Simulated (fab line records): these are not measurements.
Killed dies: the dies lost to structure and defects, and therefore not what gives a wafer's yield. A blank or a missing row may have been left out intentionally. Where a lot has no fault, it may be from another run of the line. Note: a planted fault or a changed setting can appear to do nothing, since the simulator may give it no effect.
fab line records	flow rit-cmos
record: lots: 14	wafers: 42	last-day: 7
route steps=202 shown CONTACT@180 M1@193
lots that met no fault: from a run of the same line without faults
start-h: the number of hours between the record's first day and the start of the first shown wafer of the lot	wait-h: time in hours since the lot's previous step	" repeats the value in the row above	L1.1+2: one row covering several wafers at once	- value missing, or start not given	* or withheld: withheld	< > ~ a bound
route shown NAME@n: a module of which the file shows steps, and the number in the route of the first	usual: mean and standard deviation over wafers with no fault	same: alike in all rows	chamber/n: place in a boat	sites: readings site by site	_std_site: standard deviation of those values	_edge_site: inner sites' mean taken away from outer sites' mean	radius-mm: for every site, how far away it sits from the centre of the wafer	mask NAME#n: copy n	behind: the most recent tool/chamber to have shaped the wafer	hold: why the lot went on hold/how many hours it stayed there/how the hold came to an end	device: transistor that didn't switch, given as n, p or np	end of line: tests of these same wafers at the route's end	a step without rows: its recipe alone	killed: at the first sort, the dies lost to defects and structure; wafer yield is something else	map: a wafer's dies, marking killed ones x, the rest . and places with no die _
set.NAME: the setting that was run; set.NAME@STEP: the one run at that earlier step	model.NAME: the simulator's own value behind a step, which no gauge read
route steps across a sampled set of lots; one table per step, one row per wafer
services: from which hour (start-h, from the record's first day; less than 0 if before it) a tool's chamber was out of use, for how many hours, and why
== steps ==
step: RIT_CONTACT_STRIP_12
recipe: chemistry: O2	time-s: 180	resist: NOVOLAK	platen-temp-c: withheld	power-w: 500	pressure-mtorr: 4000	o2-flow-sccm: 4000
usual: drypump-motor-current-A: 5.6/0.56
lot.wafer	tool	chamber	start-h	wait-h	drypump-motor-current-A	rf-hours-counter-h
L283.1	plasma-asher-01	0	58.79	0.1	5.1	41
L283.4	"	1	"	"	5.2	-
L283.6	"	1	"	"	5.2	-
L285.2	plasma-asher-02	0	68.79	0.1	6.5	28
L285.3	"	1	"	"	5.1	-
L285.5	"	1	"	"	5.1	-
L287.3	plasma-asher-03	1	81.67	0.2	5.7	-
L287.4	"	0	"	"	6.1	-
L287.5	"	0	"	"	6.1	-
L288.2	plasma-asher-03	1	82.99	0.1	5.6	44
L288.4	"	0	"	"	6.0	-
L288.5	"	0	"	"	6.0	-
L289.1	plasma-asher-03	0	85.12	0.1	6.1	44
L289.4	"	1	"	"	5.7	-
L289.5	"	0	"	"	6.1	-
L290.1	plasma-asher-02	1	94.33	0.1	5.1	31
L290.2	"	0	"	"	6.5	31
L290.6	"	0	"	"	6.5	-
L291.3	plasma-asher-01	1	94.72	0.2	5.2	-
L291.5	"	1	"	"	5.2	-
L291.6	"	0	"	"	5.1	-
L292.1	plasma-asher-01	0	102.44	0.1	5.1	45
L292.3	"	1	"	"	5.2	-
L292.4	"	0	"	"	5.1	-
L293.2	plasma-asher-01	1	110.37	0.1	5.2	46
L293.3	"	1	"	"	5.2	-
L293.5	"	0	"	"	5.1	-
L294.1	plasma-asher-03	1	113.45	0.1	5.7	48
L294.3	"	1	"	"	5.7	-
L294.5	"	1	"	"	5.7	-
L295.1	plasma-asher-01	1	114.35	0.1	5.2	46
L295.2	"	0	"	"	5.1	46
L295.6	"	0	"	"	5.1	-
L296.1	plasma-asher-02	1	122.51	0.1	5.1	33
L296.3	"	1	"	"	5.1	-
L296.4	"	0	"	"	6.5	-
L297.2	plasma-asher-02	1	128.68	0.1	5.1	34
L297.4	"	0	"	"	6.5	-
L297.6	"	1	"	"	5.1	-
L302.1	plasma-asher-02	1	166.36	0.1	5.1	37
L302.3	"	0	"	"	6.5	-
L302.6	"	0	"	"	6.5	-
step: RIT_CONTACT_CD_MEAS_90
recipe: target-cd-nm: 1000
usual: cd-nm: 1000.5/2.3
lot.wafer	tool	chamber	start-h	wait-h	cd-nm
L283.1	cd-sem-02	-	58.96	0.1	1002.3
L283.4	"	-	"	"	1004.1
L283.6	"	-	"	"	1004.2
L285.2	cd-sem-02	-	68.99	0.1	999.3
L285.3	"	-	"	"	999.5
L285.5	"	-	"	"	998.9
L287.3	cd-sem-02	-	81.82	0.1	996.7
L287.4	"	-	"	"	997.7
L287.5	"	-	"	"	997.9
L288.2	cd-sem-02	-	83.18	0.1	1000.4
L288.4	"	-	"	"	1001.8
L288.5	"	-	"	"	998.7
L289.1	cd-sem-01	-	85.29	0.1	1000.6
L289.4	"	-	"	"	1000.1
L289.5	"	-	"	"	1000.6
L290.1	cd-sem-02	-	94.51	0.1	1003.8
L290.2	"	-	"	"	1001.6
L290.6	"	-	"	"	1003.2
L291.3	cd-sem-01	-	94.88	0.1	995.6
L291.5	"	-	"	"	996.5
L291.6	"	-	"	"	999.8
L292.1	cd-sem-02	-	102.61	0.1	999.7
L292.3	"	-	"	"	997.3
L292.4	"	-	"	"	998.9
L293.2	cd-sem-01	-	110.56	0.1	998.9
L293.3	"	-	"	"	997.5
L293.5	"	-	"	"	998.6
L294.1	cd-sem-02	-	113.62	0.1	1001.7
L294.3	"	-	"	"	1000.2
L294.5	"	-	"	"	1001.0
L295.1	cd-sem-02	-	114.52	0.1	1002.2
L295.2	"	-	"	"	1004.1
L295.6	"	-	"	"	1004.7
L296.1	cd-sem-02	-	122.68	0.1	1002.8
L296.3	"	-	"	"	1001.8
L296.4	"	-	"	"	1001.0
L297.2	cd-sem-02	-	128.88	0.1	1000.0
L297.4	"	-	"	"	998.2
L297.6	"	-	"	"	995.7
L302.1	cd-sem-02	-	166.53	0.1	997.8
L302.3	"	-	"	"	999.5
L302.6	"	-	"	"	994.5
step: RIT_M1_CD_MEAS_09
recipe: target-cd-nm: 2600
usual: cd-nm: 2599.4/1.9
lot.wafer	tool	chamber	start-h	wait-h	cd-nm
L283.1	cd-sem-01	-	60.79	-	2600.6
L283.4	"	-	"	"	2601.3
L283.6	"	-	"	"	2600.8
L285.2	cd-sem-01	-	70.97	-	2596.9
L285.3	"	-	"	"	2596.8
L285.5	"	-	"	"	2598.6
L287.3	cd-sem-01	-	83.68	-	2598.1
L287.4	"	-	"	"	2599.2
L287.5	"	-	"	"	2598.7
L288.2	cd-sem-02	-	85.05	-	2602.3
L288.4	"	-	"	"	2601.7
L288.5	"	-	"	"	2603.0
L289.1	cd-sem-01	-	87.24	-	2600.8
L289.4	"	-	"	"	2601.6
L289.5	"	-	"	"	2601.8
L290.1	cd-sem-02	-	96.48	-	2599.0
L290.2	"	-	"	"	2599.6
L290.6	"	-	"	"	2600.9
L291.3	cd-sem-01	-	96.86	-	2598.9
L291.5	"	-	"	"	2599.3
L291.6	"	-	"	"	2599.4
L292.1	cd-sem-01	-	104.46	-	2599.5
L292.3	"	-	"	"	2598.7
L292.4	"	-	"	"	2600.8
L293.2	cd-sem-01	-	112.51	-	2599.2
L293.3	"	-	"	"	2600.0
L293.5	"	-	"	"	2599.5
L294.1	cd-sem-01	-	115.49	-	2595.7
L294.3	"	-	"	"	2596.5
L294.5	"	-	"	"	2595.8
L295.1	cd-sem-01	-	116.49	-	2598.4
L295.2	"	-	"	"	2598.8
L295.6	"	-	"	"	2600.0
L296.1	cd-sem-02	-	124.65	-	2598.6
L296.3	"	-	"	"	2598.1
L296.4	"	-	"	"	2600.7
L297.2	cd-sem-01	-	130.70	-	2600.2
L297.4	"	-	"	"	2600.2
L297.6	"	-	"	"	2599.1
L302.1	cd-sem-01	-	168.57	-	2601.2
L302.3	"	-	"	"	2597.4
L302.6	"	-	"	"	2601.0
step: RIT_M1_ANNEAL_15
recipe: temp-c: 450	time-s: 1800	ambient: forming_gas_H2N2
lot.wafer	tool	chamber	start-h	wait-h
L283.1+4+6	furnace-02	0	61.83	0.1
L285.2+3+5	furnace-02	0	72.02	0.1
L287.3+4+5	furnace-02	0	84.86	0.1
L288.2+4+5	furnace-02	0	86.36	0.2
L289.1+4+5	furnace-02	0	88.30	0.1
L290.1+2+6	furnace-02	0	97.68	0.1
L291.3+5+6	furnace-02	0	99.18	1.4
L292.1+3+4	furnace-02	0	105.52	0.1
L293.2+3+5	furnace-02	0	113.71	0.1
L294.1+3+5	furnace-02	0	116.56	0.1
L295.1+2+6	furnace-02	0	118.06	0.6
L296.1+3+4	furnace-02	0	125.92	0.1
L296.1+3+4	furnace-02	0	127.59	0.2
L297.2+4+6	furnace-02	0	131.74	0.1
L302.1+3+6	furnace-02	0	169.79	0.1
L302.1+3+6	furnace-02	0	171.45	0.2
step: RIT_M1_PROBE_99
usual: defect-limited-yield: 97.3/1.1	killed_at_M0_to_M3: 0.0/0.23	killed-at-contacts: 0.1/0.23	killed-at-front-end: 7/3	killed-dies: 7/3	killed-on-rim: 2.0/1.2	killed-open: 3.3/2.1	killed-short: 3.7/1.9
same: gross-dies: 264	killed_at_M4_up: 0	killed-at-back-side: 0	killed-at-other: 0
lot.wafer	tool	chamber	start-h	wait-h	defect-limited-yield[%]	killed_at_M0_to_M3	killed-at-contacts	killed-at-front-end	killed-dies	killed-on-rim	killed-open	killed-short
L283.1	prober-02	-	63.45	0.1	96.6	0	0	9	9	3	3	6
L283.4	prober-02	-	63.60	0.2	97.7	0	0	6	6	2	2	4
L283.6	prober-02	-	63.70	0.2	97.3	0	0	7	7	3	2	4
L285.2	prober-02	-	73.69	0.1	95.8	0	0	11	11	2	4	7
L285.3	prober-02	-	73.74	0.2	96.6	0	0	9	9	5	6	3
L285.5	prober-02	-	73.84	0.2	96.6	0	0	9	9	3	2	7
L287.3	prober-02	-	86.58	0.2	98.5	0	0	4	4	1	3	1
L287.4	prober-02	-	86.63	0.2	97.7	0	0	6	6	1	5	1
L287.5	prober-02	-	86.68	0.2	98.1	0	0	5	5	1	3	2
L288.2	prober-01	-	88.03	0.1	98.5	0	0	4	4	1	1	3
L288.4	prober-01	-	88.13	0.2	97.7	0	1	5	6	1	2	4
L288.5	prober-01	-	88.18	0.2	98.5	0	0	4	4	1	1	3
L289.1	prober-02	-	89.92	0.1	98.5	0	0	4	4	1	2	2
L289.4	prober-02	-	90.07	0.2	97.0	0	0	8	8	3	6	2
L289.5	prober-02	-	90.12	0.2	98.5	0	0	4	4	1	3	1
L290.1	prober-01	-	99.30	0.1	97.7	0	0	6	6	1	3	3
L290.2	prober-01	-	99.35	0.1	95.5	0	0	12	12	6	7	5
L290.6	prober-01	-	99.55	0.2	98.1	0	0	5	5	2	3	2
L291.3	prober-02	-	100.90	0.2	98.9	0	0	3	3	2	1	2
L291.5	prober-02	-	101.00	0.2	98.5	0	0	4	4	2	2	2
L291.6	prober-02	-	101.05	0.2	95.1	0	0	13	13	4	6	7
L292.1	prober-01	-	107.14	0.1	97.0	0	0	8	8	2	6	2
L292.3	prober-01	-	107.24	0.2	96.2	0	0	10	10	2	6	4
L292.4	prober-01	-	107.29	0.2	96.2	0	0	10	10	1	6	4
L293.2	prober-02	-	115.38	0.1	95.1	0	0	13	13	4	10	3
L293.3	prober-02	-	115.43	0.2	97.3	0	0	7	7	1	3	4
L293.5	prober-02	-	115.53	0.2	97.3	0	0	7	7	0	4	3
L294.1	prober-01	-	118.18	0.1	98.5	0	0	4	4	3	2	2
L294.3	prober-01	-	118.28	0.2	98.5	0	0	4	4	1	1	3
L294.5	prober-01	-	118.38	0.2	97.7	1	0	5	6	3	4	2
L295.1	prober-02	-	119.68	0.1	98.1	0	0	5	5	2	1	4
L295.2	prober-02	-	119.73	0.1	95.8	0	0	11	11	4	4	7
L295.6	prober-02	-	119.93	0.2	98.5	1	0	3	4	3	2	2
L296.1	prober-01	-	129.21	0.1	97.3	0	0	7	7	2	4	3
L296.3	prober-01	-	129.31	0.2	97.7	0	0	6	6	1	1	5
L296.4	prober-01	-	129.36	0.2	96.6	0	0	9	9	4	4	5
L297.2	prober-02	-	133.41	0.1	98.5	0	0	4	4	1	0	4
L297.4	prober-02	-	133.51	0.2	98.1	0	0	5	5	1	4	1
L297.6	prober-02	-	133.61	0.2	97.7	0	0	6	6	2	2	4
L302.1	prober-01	-	173.07	0.1	95.5	0	0	12	12	4	4	8
L302.3	prober-01	-	173.17	0.2	95.5	0	0	12	12	3	9	3
L302.6	prober-01	-	173.32	0.2	97.0	0	0	8	8	1	3	5
killed by level:class
L283.1 GATE:geometric-particle:short=6 GATE:geometric-particle:open=2 FOX1:geometric-particle:open=1
L283.4 GATE:geometric-particle:short=3 ACTIVE:geometric-particle:open=1 FOX1:geometric-particle:short=1 GATE:geometric-particle:open=1
L283.6 FOX1:geometric-particle:short=2 GATE:geometric-particle:open=1 GATE:geometric-particle:short=1 REOX:geometric-particle:short=1 SPACER:geometric-particle:open=1 GATE:coat-microbubble-printed=1
L285.2 FOX1:geometric-particle:short=2 GATE:geometric-particle:short=2 SPACER:geometric-particle:short=2 SILICIDE:geometric-particle:open=2 ACTIVE:geometric-particle:open=1 GATE:geometric-particle:open=1 REOX:geometric-particle:short=1
L285.3 GATE:geometric-particle:open=2 GATE:geometric-particle:short=2 SPACER:geometric-particle:open=2 FOX2:geometric-particle:open=1 SILICIDE:geometric-particle:short=1 SILICIDE:geometric-particle:open=1
L285.5 SPACER:geometric-particle:short=3 SILICIDE:geometric-particle:short=3 FOX1:geometric-particle:short=1 SPACER:geometric-particle:open=1 SILICIDE:geometric-particle:open=1
L287.3 GATE:geometric-particle:open=2 FOX2:geometric-particle:open=1 GATE:geometric-particle:short=1
L287.4 GATE:geometric-particle:open=2 SPACER:geometric-particle:open=2 SPACER:geometric-particle:short=1 SILICIDE:geometric-particle:open=1
L287.5 FOX1:geometric-particle:open=1 GATE:geometric-particle:short=1 GATE:geometric-particle:open=1 SPACER:geometric-particle:short=1 SILICIDE:geometric-particle:open=1
L288.2 GATE:geometric-particle:short=1 REOX:geometric-particle:short=1 REOX:geometric-particle:open=1 SPACER:geometric-particle:short=1
L288.4 GATE:geometric-particle:open=2 FOX2:geometric-particle:short=1 GATE:geometric-particle:short=1 SILICIDE:geometric-particle:short=1 CONTACT:geometric-particle:short=1
L288.5 FOX2:geometric-particle:short=2 GATE:geometric-particle:short=1 GATE:geometric-particle:open=1
L289.1 GATE:geometric-particle:open=1 GATE:geometric-particle:short=1 REOX:geometric-particle:short=1 REOX:geometric-particle:open=1
L289.4 GATE:geometric-particle:open=6 GATE:geometric-particle:short=1 SILICIDE:geometric-particle:short=1
L289.5 GATE:geometric-particle:open=1 REOX:geometric-particle:short=1 SPACER:geometric-particle:open=1 SILICIDE:geometric-particle:open=1
L290.1 GATE:geometric-particle:short=2 GATE:geometric-particle:open=2 FOX1:geometric-particle:open=1 SILICIDE:geometric-particle:short=1
L290.2 GATE:geometric-particle:open=5 GATE:geometric-particle:short=3 REOX:geometric-particle:short=2 FOX1:geometric-particle:open=1 REOX:geometric-particle:open=1
L290.6 GATE:geometric-particle:open=3 FOX1:geometric-particle:short=1 GATE:geometric-particle:short=1
L291.3 GATE:geometric-particle:short=2 GATE:geometric-particle:open=1
L291.5 FOX1:geometric-particle:short=2 REOX:geometric-particle:open=2
L291.6 FOX1:geometric-particle:short=3 FOX1:geometric-particle:open=2 GATE:geometric-particle:open=2 SPACER:geometric-particle:open=2 FOX2:geometric-particle:short=1 GATE:geometric-particle:short=1 SILICIDE:geometric-particle:short=1 SPACER:geometric-particle:short=1
L292.1 GATE:geometric-particle:open=2 SILICIDE:geometric-particle:open=2 FOX1:geometric-particle:open=1 REOX:geometric-particle:short=1 SPACER:geometric-particle:open=1 SILICIDE:geometric-particle:short=1
L292.3 FOX2:geometric-particle:open=2 FOX2:geometric-particle:short=2 GATE:geometric-particle:short=2 SILICIDE:geometric-particle:open=2 FOX1:geometric-particle:open=1 GATE:geometric-particle:open=1
L292.4 GATE:geometric-particle:open=2 SPACER:geometric-particle:open=2 SILICIDE:geometric-particle:open=2 FOX2:geometric-particle:short=1 GATE:geometric-particle:short=1 SPACER:geometric-particle:short=1 SILICIDE:geometric-particle:short=1
L293.2 SPACER:geometric-particle:open=4 FOX1:geometric-particle:open=2 SILICIDE:geometric-particle:open=2 FOX1:geometric-particle:short=1 FOX2:geometric-particle:open=1 GATE:geometric-particle:open=1 REOX:geometric-particle:short=1 SPACER:geometric-particle:short=1
L293.3 GATE:geometric-particle:short=3 GATE:geometric-particle:open=2 FOX1:geometric-particle:short=1 FOX2:geometric-particle:open=1
L293.5 ACTIVE:geometric-particle:open=1 FOX1:geometric-particle:open=1 FOX2:geometric-particle:short=1 GATE:geometric-particle:open=1 GATE:geometric-particle:short=1 REOX:geometric-particle:short=1 SPACER:geometric-particle:open=1
L294.1 SPACER:geometric-particle:open=1 SPACER:geometric-particle:short=1 SILICIDE:geometric-particle:short=1 SILICIDE:geometric-particle:open=1
L294.3 FOX1:geometric-particle:short=1 FOX2:geometric-particle:short=1 GATE:geometric-particle:open=1 GATE:geometric-particle:short=1
L294.5 GATE:geometric-particle:open=3 FOX2:geometric-particle:short=1 SPACER:geometric-particle:open=1 M1:geometric-particle:short=1
L295.1 GATE:geometric-particle:short=2 REOX:geometric-particle:open=1 REOX:geometric-particle:short=1 SILICIDE:geometric-particle:short=1
L295.2 GATE:geometric-particle:short=4 GATE:geometric-particle:open=3 REOX:geometric-particle:short=2 FOX1:geometric-particle:short=1 SPACER:geometric-particle:open=1
L295.6 GATE:geometric-particle:open=1 SPACER:geometric-particle:open=1 SPACER:geometric-particle:short=1 M1:geometric-particle:short=1
L296.1 FOX1:geometric-particle:short=1 FOX1:geometric-particle:open=1 FOX2:geometric-particle:short=1 GATE:geometric-particle:open=1 GATE:geometric-particle:short=1 SPACER:geometric-particle:open=1 SILICIDE:geometric-particle:open=1
L296.3 SPACER:geometric-particle:short=2 FOX1:geometric-particle:short=1 GATE:geometric-particle:short=1 REOX:geometric-particle:short=1 SPACER:geometric-particle:open=1
L296.4 SPACER:geometric-particle:short=3 GATE:geometric-particle:open=2 SPACER:geometric-particle:open=2 GATE:geometric-particle:short=1 REOX:geometric-particle:short=1
L297.2 SPACER:geometric-particle:short=2 GATE:geometric-particle:short=1 REOX:geometric-particle:short=1
L297.4 FOX2:geometric-particle:open=3 SILICIDE:geometric-particle:short=1 SILICIDE:geometric-particle:open=1
L297.6 FOX2:geometric-particle:short=2 FOX2:geometric-particle:open=1 GATE:geometric-particle:open=1 GATE:geometric-particle:short=1 REOX:geometric-particle:short=1
L302.1 GATE:geometric-particle:short=6 GATE:geometric-particle:open=2 FOX1:geometric-particle:open=1 FOX1:geometric-particle:short=1 SPACER:geometric-particle:short=1 SILICIDE:geometric-particle:open=1
L302.3 FOX1:geometric-particle:open=6 GATE:geometric-particle:open=2 FOX1:geometric-particle:short=1 GATE:geometric-particle:short=1 SPACER:geometric-particle:open=1 SPACER:geometric-particle:short=1
L302.6 GATE:geometric-particle:open=3 GATE:geometric-particle:short=3 SILICIDE:geometric-particle:short=2
== services ==
tool	chamber	start-h	hours	kind
plasma-asher-01	-	74.82	4.1	repair
plasma-asher-02	-	114.45	7.6	repair
== key ==
first-sign: step: RIT_M1_ANNEAL_15	reading: visit	direction: added
effect none on later readings
met-at RIT_M1_ANNEAL_15
struck-lots L296,L302
not-acting-at RIT_CONTACT_STRIP_12,RIT_CONTACT_CD_MEAS_90,RIT_M1_CD_MEAS_09
fault: kind: repeated-step-whole	tool: furnace-02	chamber: -	onset-h: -	steps: RIT_M1_ANNEAL_15	times: 1	scope: struck-lots-only
